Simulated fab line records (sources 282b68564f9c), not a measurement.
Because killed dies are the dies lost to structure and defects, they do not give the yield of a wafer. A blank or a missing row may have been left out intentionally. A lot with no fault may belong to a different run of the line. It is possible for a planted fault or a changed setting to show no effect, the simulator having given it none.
Which tool was responsible? | flow rit_cmos | 21 wafers from 7 lots sampled at 2 of the route's 202 steps

WHAT THE GAUGES SHOWED, per wafer
RIT_NRETRO_OVL_MEAS_06.
lot  | measured    | on         | NRETRO_OVL (nm)
L213 | day 2 09:52 | overlay-01 | 0.7 1.0 3.4
L216 | day 3 03:06 | overlay-02 | 0.5 1.0 -0.3
L221 | day 4 02:01 | overlay-02 | 418.3 419.2 419.7
L225 | day 4 22:19 | overlay-02 | -0.6 -0.5 -2.2
L227 | day 5 10:02 | overlay-02 | -1.6 1.9 -0.7
L230 | day 5 22:39 | overlay-01 | -0.5 -0.6 -1.2
L234 | day 6 18:49 | overlay-02 | -0.7 -2.0 -1.1

TOOL THAT RAN EACH LOT (tool first, then ch and the chambers of the sampled wafers, then the start)
lot  | RIT_NRETRO_EXPOSE_03
L213 | iline_stepper-01 ch 0, day 2 09:26
L216 | iline_stepper-01 ch 0, day 3 02:40
L221 | iline_stepper-01 ch 0, day 4 01:36
L225 | iline_stepper-02 ch 0, day 4 21:54
L227 | iline_stepper-02 ch 0, day 5 09:37
L230 | iline_stepper-02 ch 0, day 5 22:13
L234 | iline_stepper-02 ch 0, day 6 18:26
- RIT_NRETRO_EXPOSE_03: exposes mask M4, target cd 43900 nm.

THE ANSWER, worked out from the rows above alone
Rule: the usual values come from the lots themselves. The widest of any qualifying gaps counts: lots, ordered by their means at a reading, are off when they make up no more than a third of the lots, leave a main group of 4 or more, and stand apart from it by 3 or more times the standard deviation of that group's means. The tables above print the reading to a certain number of digits; a main group whose means all agree to those digits is not used. A lot without any number at a reading at which 4 lots or more have one is off too. The other lots that the step has rows for count as sound.
Off: L221, seen at RIT_NRETRO_OVL_MEAS_06 (NRETRO_OVL). The main group: mean -0.2 nm, standard deviation 1.
A tool fits if, at a process step before that reading, it ran every lot that is off, and no sound lot after the first of them. Gauges at RIT_NRETRO_OVL_MEAS_06: tried the same way as those tools. One fits: RIT_NRETRO_EXPOSE_03 on iline_stepper-01. Its last sound lot is L216 (day 3 02:40), its first lot that is off L221 (day 4 01:36): a fault that began between those two fits.

WHAT WAS PUT IN BY THE SIMULATOR
Scanner matching overlay: iline_stepper-01, from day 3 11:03 on, at RIT_NRETRO_EXPOSE_03. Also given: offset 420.
Struck lots among those shown: L221. Same finding as the rule above.
